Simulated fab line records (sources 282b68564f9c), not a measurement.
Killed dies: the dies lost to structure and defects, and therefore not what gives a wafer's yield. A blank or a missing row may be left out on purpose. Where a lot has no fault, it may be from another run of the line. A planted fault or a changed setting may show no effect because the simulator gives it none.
Comparing a struck lot with a sound one -- flow ritCmos -- 20 steps out of a route of 202
Sound: these wafers, L328.2, L328.4, L328.6. Wafers L339.1, L339.3, L339.6 were the ones struck. At the end, the cause is stated.
Each step with rows lists, per side, the tool, then ch with its chambers, then its first start. Under that, the readings that differ: sound wafers -- struck wafers -- difference of the means -- sigmas: that difference in standard deviations of wafers without a fault.
alike: readings with means less than 2 such deviations apart, plus words and numbers identical on both sides. not compared: withheld readings, readings lacking a value on some wafer, bounds such as >300 that could conceal the same value, and numbers that have no deviation in the record and whose values overlap.
Wherever a step has rows on one side only, a row that says differs or no value, or a row with sigmas, the two part there. Non-overlapping numbers with no deviation appear without sigmas and do not part them. A reading that every wafer of one side lacks parts them only if that side has two wafers or more.

first, 2 steps without rows for these wafers: RIT_NLDD_PEB_04; RIT_NLDD_DEVELOP_05 (develop time 50 s).
RIT_NLDD_OVL_MEAS_06:
  sound: overlay-01 at day 3 15:49; struck: overlay-01 at day 5 23:14
  alike: NLDD_OVL
then, 2 steps without rows for these wafers: RIT_NLDD_HARDBAKE_07 (time 60 s); RIT_NLDD_IMPLANT_08.
RIT_NLDD_STRIP_09: strips in O2, time 180 s.
  sound on plasmaAsher-02 ch 0,1, day 3 16:08; struck on plasmaAsher-03 ch 0, day 5 23:35
  alike: drypumpMotorCurrentA, o2FlowSccm
  not compared: rfHoursCounterH
RIT_NLDD_TW_MEAS_10:
  sound: filmMetro-03 at day 3 16:19; struck: filmMetro-01 at day 5 23:45
reading,sound,struck,difference,sigmas
NLDD_TW,2467 2474 2470,2501 2518 2506,+38,+2
then, 5 steps without rows for these wafers: RIT_PLDD_HMDS_00 (prime time 60 s); RIT_PLDD_COAT_01 (resist thk 1000 nm); RIT_PLDD_SOFTBAKE_02 (time 60 s); RIT_PLDD_EXPOSE_03 (exposes mask M8, target cd 40900 nm); RIT_PLDD_PEB_04.
RIT_PLDD_DEVELOP_05: develop time 50 s.
  sound on lithoTrack-02 ch 0, day 3 17:00; struck on lithoTrack-01 ch 0, day 6 00:00
  alike: exhaustPa
RIT_PLDD_OVL_MEAS_06:
  sound: overlay-02 at day 3 17:23; struck: overlay-02 at day 6 00:40
  alike: PLDD_OVL
then, 2 steps without rows for these wafers: RIT_PLDD_HARDBAKE_07 (time 60 s); RIT_PLDD_IMPLANT_08.
RIT_PLDD_STRIP_09: strips in O2, time 180 s.
  sound on plasmaAsher-01 ch 0,1, day 3 17:43; struck on plasmaAsher-01 ch 0,1, day 6 01:00
  alike: drypumpMotorCurrentA, o2FlowSccm
  not compared: rfHoursCounterH
RIT_PLDD_TW_MEAS_10:
  sound: filmMetro-01 at day 3 17:55; struck: filmMetro-02 at day 6 01:10
reading,sound,struck,difference,sigmas
PLDD_TW,2357 2354 2360,30 30 30,-2327,-99 or more
then, 1 step without rows for these wafers: RIT_SPACER_CLEAN_00 (cleans in SC1, time 600 s).
RIT_M1_PROBE_99:
  sound: prober-01 at day 4 07:10; struck: prober-02 at day 6 14:23
reading,sound,struck,difference,sigmas
killedAtFrontEnd,9 5 5,264 264 264,+258,+81
killedDies,9 5 5,264 264 264,+258,+81
killedOnRim,3 1 1,70 70 70,+68,+49
  alike: killedAtContacts, killedOpen, killedShort

## WHERE THEY PART
At RIT_NLDD_TW_MEAS_10 first; at RIT_M1_PROBE_99 last (within this record only).

WHY: the cause the simulator had injected
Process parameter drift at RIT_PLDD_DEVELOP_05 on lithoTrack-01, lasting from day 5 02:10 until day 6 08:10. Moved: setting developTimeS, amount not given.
